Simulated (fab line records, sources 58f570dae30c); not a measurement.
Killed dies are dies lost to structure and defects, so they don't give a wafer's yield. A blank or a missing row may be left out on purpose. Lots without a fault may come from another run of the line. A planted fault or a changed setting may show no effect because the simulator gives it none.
Problem report in the 8D (eight disciplines) form, filled by code | flow berkeley_cmos170 | the parts of the form that need people (team, actions taken, sign-off) are left out

1. THE PROBLEM
ACTIVE_NITRIDE_THK at UCB170_ACTIVE_THK_MEAS_06 reads a mean of 337.0 nm on 3 wafers of 1 lot; wafers without a fault read 219.4 nm with a standard deviation of 2. That is +59 standard deviations from the usual mean.
First seen on wafer L874.3, day 4 22:34, on film_metro-03. The record holds 39 wafers of 13 lots with a number at this step. Rule for "out", or "out of limits": more than 4 standard deviations from the usual mean. The other wafers with a number count as sound.

2. WHAT IT IS AND WHAT IT IS NOT
question                    | is                     | is not
which readings at this step | ACTIVE_NITRIDE_THK     | -
which lots                  | L874                   | L870, L871, L872, L883, L885, L886, L887, L888, L889, L890, L891, L893
which wafers of those lots  | all that have a number | -
read on which gauges        | film_metro-03          | film_metro-02, film_metro-04
when                        | from day 4 22:34       | up to then (9 sound wafers); but 27 sound wafers of L883, L885, L886, L887, L888, L889, L890, L891, L893 came after

3. SUSPECTS, AND WHAT RULES EACH OUT
Counting: a tool at a process step up to the reading stays a suspect if it ran every lot that is out and no sound lot after the first of them.
- the gauge at UCB170_ACTIVE_THK_MEAS_06: ruled out. All the wafers that are out were read on film_metro-03, but those of them that UCB170_ACTIVE_ETCH_15 has rows for are out there too, on other tools.
- plasma_asher-04 at UCB170_PWELL_STRIP_16 (strips in O2): ruled out as a lasting fault. Sound lots L883, L885, L888, L889, L890, L893 ran on it after its first lot that is out, L874 (day 3 22:59).
- lpcvd-01 at UCB170_ACTIVE_CVD_05 (deposits Si3N4 from SiH2Cl2/NH3, target thk 220 nm, time 3300 s): ruled out as a lasting fault. Sound lots L887, L888 ran on it after its first lot that is out, L874 (day 4 20:37).
Left after counting: nothing in the record.

4. THE CAUSE (what the simulator had put in)
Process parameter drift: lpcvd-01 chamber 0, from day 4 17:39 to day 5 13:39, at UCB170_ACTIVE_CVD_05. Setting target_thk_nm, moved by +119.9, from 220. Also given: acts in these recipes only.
Counting ruled it out, wrongly: the rule takes a fault to strike every lot that its tool runs from its start on, and this one did not.

5. THE CHAIN OF EFFECTS, in route order
Each row: a reading whose mean over the struck wafers that have a number lies more than 3 standard deviations from the usual. Only readings for which the record gives a usual standard deviation are gone through. hours: the time from each lot's start at the first step in this table that gives one to its start at this step, as a median over the lots. sigmas: the change in usual standard deviations.
hours | step                      | reading            | usual      | on struck wafers | change | sigmas
0     | UCB170_ACTIVE_THK_MEAS_06 | ACTIVE_NITRIDE_THK | 219.4 nm   | 337.0            | +117.6 | +59
1     | UCB170_ACTIVE_ETCH_15     | oes_product_au     | 0.948 a.u. | 1.007            | +0.059 | +4.9
The process steps in it:
- UCB170_ACTIVE_ETCH_15: etches Si3N4 in CH3F/Ar/O2, stops on SiO2, target depth 242 nm, time 151 s.
Later measuring or inspecting steps at which every struck wafer that the step has a row for has a number for every such reading, and none has moved that far: UCB170_ACTIVE_CD_MEAS_90.

6. WHAT WOULD HAVE CAUGHT IT SOONER
In this record the first reading out of limits at a measuring or inspecting step was taken at day 4 22:34, 5 hours after the fault began at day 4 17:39.
Of the tool readings at UCB170_ACTIVE_CVD_05 for which the record gives a usual standard deviation, none was out on any struck wafer, so an alarm limit of 4 standard deviations on them would not have fired.
